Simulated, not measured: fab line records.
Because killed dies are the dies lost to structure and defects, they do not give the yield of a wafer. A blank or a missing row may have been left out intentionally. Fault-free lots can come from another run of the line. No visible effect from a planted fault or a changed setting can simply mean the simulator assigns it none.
Matching of chambers	flow berkeley_cmos170	UCB170_V2_CMP_02 on cmp-01: 4 sister chambers
The step polishes SiO2. 8 wafers are shown with their chamber, then 7 later ones without.

WAFERS PAIRED WITH THEIR CHAMBERS
wafer	chamber	motor_current_A (A)	slurry_filter_dp_kPa (kPa)
L556.3	2	15.3	13.26
L564.1	0	16.7	13.54
L564.5	2	15.2	13.65
L565.4	3	16.5	13.48
L565.5	1	15.4	13.43
L565.6	0	17.3	13.62
L572.1	3	17.1	13.58
L572.2	1	14.4	13.55

WAFERS WITH NO CHAMBER GIVEN
wafer	motor_current_A (A)	slurry_filter_dp_kPa (kPa)
L572.3	16.7	13.35
L576.1	16.0	13.50
L576.3	14.5	13.77
L576.6	15.2	13.46
L575.3	18.1	13.40
L575.5	16.2	13.70
L575.6	17.8	13.60

THE CHAMBER EACH PASSED THROUGH
wafer	from the rows above	in truth
L572.3	can't be placed: 3 or 0 or 2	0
L576.1	can't be placed: 2 or 3 or 0 or 1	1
L576.3	can't be placed: 1 or 2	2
L576.6	can't be placed: 2 or 1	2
L575.3	can't be placed: 0 or 3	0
L575.5	can't be placed: 3 or 0 or 2 or 1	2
L575.6	can't be placed: 0 or 3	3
Correct placement for 0 of the 7. From these rows, 7 cannot be placed; in 7 the true chamber is one of the candidates. Number placed wrongly: 0.
How it was worked out, from the rows above alone: a wafer's distance from a chamber is the root of the sum, over the readings, of the square of ((its reading less the chamber's mean) divided by the reading's scatter). If the next closest chamber is less than 2 further off than the closest, the wafer can't be placed; otherwise it belongs to the closest. For every chamber, the mean is computed from those of its wafers that are shown. How the scatter is found: for the shown wafers, subtract from each reading the mean of its chamber, square and add these, divide the total by (wafers less chambers), then take the root.
